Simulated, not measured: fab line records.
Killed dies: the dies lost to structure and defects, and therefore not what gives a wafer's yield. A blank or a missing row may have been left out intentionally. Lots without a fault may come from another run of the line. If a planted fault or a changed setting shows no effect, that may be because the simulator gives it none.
fab line records + flow rit-cmos
[record]
- lots = 13
- wafers = 39
- last-day = 7
route steps=202 shown PRETRO@67 M1@202
lots that met no fault: taken from a fault-free run of the same line
start-h: hours from the record's first day to the start of the lot's first wafer shown + wait-h: how many hours have passed since the lot's step before this one + " unchanged from the row above + L1.1+2: a row that stands for several wafers + - no value, or no start was given + * or withheld: withheld + < > ~ a bound
route shown NAME@n: names a module that has steps shown in the file, with the first one's number in the route + usual: mean/standard deviation of fault-free wafers + same: alike in all rows + chamber/n: place in a boat + sites: readings site by site + _std_site: standard deviation across them + _edge_site: the outer-site mean with the inner-site mean subtracted + radius-mm: how far each site lies from the wafer's centre + mask NAME#n: copy n + behind: the most recent tool/chamber to have shaped the wafer + hold: the reason the lot was held/the length of the hold in hours/how it ended + device: transistor that didn't switch, given as n, p or np + end of line: the same wafers' tests at the end of the route + a step with no rows: only its recipe + killed: at the first sort, the dies lost to defects and structure; wafer yield is something else + map: dies across one wafer; x = killed, . = not, _ = none there
set.NAME: the setting that was run; set.NAME@STEP: the one run at that earlier step + model.NAME: the simulator's own value behind a step, which no gauge read
the route's steps for a sample of lots (tables are steps, rows are wafers)
services: the hour from which a tool's chamber was out of use, counted from the record's first day as start-h (under 0 if before that day), plus the number of hours and why
[[steps]]
[step RIT_PRETRO_EXPOSE_03]
[recipe]
- mask-id = M5
- na = 0.57
- target-cd-nm = 43700
- dose-mj = 250
| lot.wafer  | tool             | chamber | start-h | wait-h | mask    |
|------------|------------------|---------|---------|--------|---------|
| L670.3+4+5 | iline-stepper-01 | 0       | 30.68   | 0.1    | M5#0    |
| L671.3+4+6 | iline-stepper-02 | 0       | 35.07   | 0.2    | M5#0    |
| L673.1+3+5 | iline-stepper-02 | 0       | 45.62   | 0.2    | M5#0    |
| L675.1+2+6 | iline-stepper-01 | 0       | 56.07   | 0.2    | M5#0    |
| L676.3+4+6 | iline-stepper-01 | 0       | 60.40   | 0.1    | M5#0    |
| L677.1+5+6 | iline-stepper-02 | 0       | 65.73   | 0.2    | M5#0    |
| L678.2+3+4 | iline-stepper-01 | 0       | 70.08   | 0.2    | M5#0    |
| L679.4+5+6 | iline-stepper-02 | 0       | 76.48   | 0.3    | M5#0    |
| L682.3+4+5 | iline-stepper-01 | 0       | 90.27   | 0.1    | M5_R1#0 |
| L685.1+3+6 | iline-stepper-01 | 0       | 105.38  | 0.1    | M5#0    |
| L689.4+5+6 | iline-stepper-02 | 0       | 125.46  | 0.1    | M5#0    |
| L692.4+5+6 | iline-stepper-01 | 0       | 140.84  | 0.2    | M5#0    |
| L693.2+4+5 | iline-stepper-01 | 0       | 145.33  | 0.1    | M5#0    |
[step RIT_M1_PROBE_99]
[usual]
- killed_at_M0_to_M3 = 0.0/0.12
- killed-at-contacts = 0.1/0.35
- killed-at-front-end = 6.6/2.7
- killed-dies = 6.7/2.8
- killed-open = 3.4/2.1
- killed-short = 3.3/1.8
[same]
- gross-dies = 264
- killed_at_M4_up = 0
- killed-at-back-side = 0
- killed-at-other = 0
| lot.wafer | tool      | chamber | start-h | wait-h | killed_at_M0_to_M3 | killed-at-contacts | killed-at-front-end | killed-dies | killed-open | killed-short |
|-----------|-----------|---------|---------|--------|--------------------|--------------------|---------------------|-------------|-------------|--------------|
| L676.3    | prober-02 | -       | 87.06   | 0.2    | 0                  | 0                  | 10                  | 10          | 5           | 5            |
| L676.4    | prober-02 | -       | 87.11   | 0.2    | 0                  | 1                  | 7                   | 8           | 6           | 2            |
| L676.6    | prober-02 | -       | 87.21   | 0.2    | 0                  | 0                  | 10                  | 10          | 3           | 7            |
| L678.2    | prober-02 | -       | 98.73   | 0.1    | 0                  | 0                  | 5                   | 5           | 2           | 3            |
| L678.3    | prober-02 | -       | 98.78   | 0.2    | 0                  | 0                  | 7                   | 7           | 5           | 2            |
| L678.4    | prober-02 | -       | 98.83   | 0.2    | 0                  | 0                  | 6                   | 6           | 1           | 5            |
| L679.4    | prober-01 | -       | 103.82  | 0.2    | 0                  | 0                  | 8                   | 8           | 7           | 1            |
| L679.5    | prober-01 | -       | 103.87  | 0.2    | 0                  | 0                  | 5                   | 5           | 4           | 1            |
| L679.6    | prober-01 | -       | 103.92  | 0.2    | 0                  | 1                  | 12                  | 13          | 8           | 5            |
| L685.1    | prober-01 | -       | 132.20  | 0.1    | 0                  | 0                  | 8                   | 8           | 3           | 5            |
| L685.3    | prober-01 | -       | 132.30  | 0.2    | 0                  | 0                  | 12                  | 12          | 6           | 6            |
| L685.6    | prober-01 | -       | 132.45  | 0.2    | 0                  | 0                  | 7                   | 7           | 4           | 3            |
| L692.4    | prober-02 | -       | 170.04  | 0.2    | 0                  | 0                  | 2                   | 2           | 1           | 1            |
| L692.5    | prober-02 | -       | 170.09  | 0.2    | 0                  | 0                  | 4                   | 4           | 3           | 1            |
| L692.6    | prober-02 | -       | 170.14  | 0.2    | 0                  | 0                  | 11                  | 11          | 8           | 3            |
| L693.2    | prober-01 | -       | 172.76  | 0.1    | 0                  | 0                  | 8                   | 8           | 5           | 3            |
| L693.4    | prober-01 | -       | 172.86  | 0.2    | 0                  | 0                  | 9                   | 9           | 5           | 4            |
| L693.5    | prober-01 | -       | 172.91  | 0.2    | 0                  | 0                  | 10                  | 10          | 5           | 5            |
// killed by level:class
L676.3 GATE:geometric-particle:open=3 REOX:geometric-particle:open=2 SILICIDE:geometric-particle:short=2 FOX1:geometric-particle:short=1 GATE:geometric-particle:short=1 REOX:geometric-particle:short=1
L676.4 GATE:geometric-particle:open=2 REOX:geometric-particle:open=2 GATE:geometric-particle:short=1 REOX:geometric-particle:short=1 SPACER:geometric-particle:open=1 CONTACT:geometric-particle:open=1
L676.6 SPACER:geometric-particle:short=5 FOX1:geometric-particle:short=2 FOX1:geometric-particle:open=1 FOX2:geometric-particle:open=1 SILICIDE:geometric-particle:open=1
L678.2 GATE:geometric-particle:open=1 REOX:geometric-particle:short=1 SPACER:geometric-particle:short=1 SILICIDE:geometric-particle:short=1 SILICIDE:geometric-particle:open=1
L678.3 FOX1:geometric-particle:open=3 GATE:geometric-particle:open=2 FOX1:geometric-particle:short=1 GATE:geometric-particle:short=1
L678.4 GATE:geometric-particle:short=4 GATE:geometric-particle:open=1 SILICIDE:geometric-particle:short=1
L679.4 GATE:geometric-particle:open=4 FOX1:geometric-particle:open=2 GATE:geometric-particle:short=1 SPACER:geometric-particle:open=1
L679.5 GATE:geometric-particle:open=2 FOX1:geometric-particle:open=1 GATE:geometric-particle:short=1 SPACER:geometric-particle:open=1
L679.6 GATE:geometric-particle:open=3 GATE:geometric-particle:short=3 FOX1:geometric-particle:open=2 FOX2:geometric-particle:short=1 REOX:geometric-particle:open=1 SPACER:geometric-particle:short=1 SILICIDE:geometric-particle:open=1 CONTACT:geometric-particle:open=1
L685.1 GATE:geometric-particle:short=3 FOX1:geometric-particle:open=2 FOX1:geometric-particle:short=2 REOX:geometric-particle:open=1
L685.3 GATE:geometric-particle:short=3 FOX1:geometric-particle:open=2 REOX:geometric-particle:short=2 REOX:geometric-particle:open=2 FOX2:geometric-particle:short=1 GATE:geometric-particle:open=1 SPACER:geometric-particle:open=1
L685.6 FOX1:geometric-particle:open=2 FOX1:geometric-particle:short=2 GATE:geometric-particle:open=1 REOX:geometric-particle:short=1 SILICIDE:geometric-particle:open=1
L692.4 GATE:geometric-particle:short=1 GATE:geometric-particle:open=1
L692.5 FOX1:geometric-particle:open=2 GATE:geometric-particle:short=1 REOX:geometric-particle:open=1
L692.6 GATE:geometric-particle:open=7 FOX1:geometric-particle:short=1 GATE:geometric-particle:short=1 REOX:geometric-particle:open=1 SILICIDE:geometric-particle:short=1
L693.2 GATE:geometric-particle:open=3 FOX2:geometric-particle:short=2 FOX1:geometric-particle:short=1 FOX2:geometric-particle:open=1 REOX:geometric-particle:open=1
L693.4 GATE:geometric-particle:open=2 FOX1:geometric-particle:open=1 FOX1:geometric-particle:short=1 GATE:geometric-particle:short=1 REOX:geometric-particle:short=1 REOX:geometric-particle:open=1 SILICIDE:geometric-particle:short=1 SILICIDE:geometric-particle:open=1
L693.5 FOX1:geometric-particle:short=3 SPACER:geometric-particle:open=2 GATE:geometric-particle:short=1 GATE:geometric-particle:open=1 REOX:geometric-particle:open=1 SPACER:geometric-particle:short=1 SILICIDE:geometric-particle:open=1
[[services]]
| tool             | chamber | start-h | hours | kind        |
|------------------|---------|---------|-------|-------------|
| iline-stepper-01 | -       | 16.77   | 1.8   | repair      |
| iline-stepper-02 | -       | 23.72   | 1.7   | pm          |
| iline-stepper-01 | -       | 75.45   | 5.2   | repair      |
| iline-stepper-02 | 0       | 76.45   | -     | calibration |
| iline-stepper-01 | 0       | 140.42  | -     | calibration |
[[key]]
[first-sign]
- step = RIT_PRETRO_EXPOSE_03
- reading = mask
- direction = changed
effect none on later readings
met-at RIT_PRETRO_EXPOSE_03
struck-lots L682
tester-left-out L682
onset-between 70.08 90.27
[fault]
- kind = wrong-mask
- tool = any
- chamber = -
- onset-h = 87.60
- steps = RIT_PRETRO_EXPOSE_03
- aux-copy = M5_R1#0
- cd-offset-nm = -350
- scope = struck-lots-only
// tester-left-out: of these lots the tester's yield and bins aren't shown, on N5 and GAA mostly nor the transistor test; their killed dies are dies lost to structure and defects alone, not to doping, threshold or leakage, so they don't give the yield
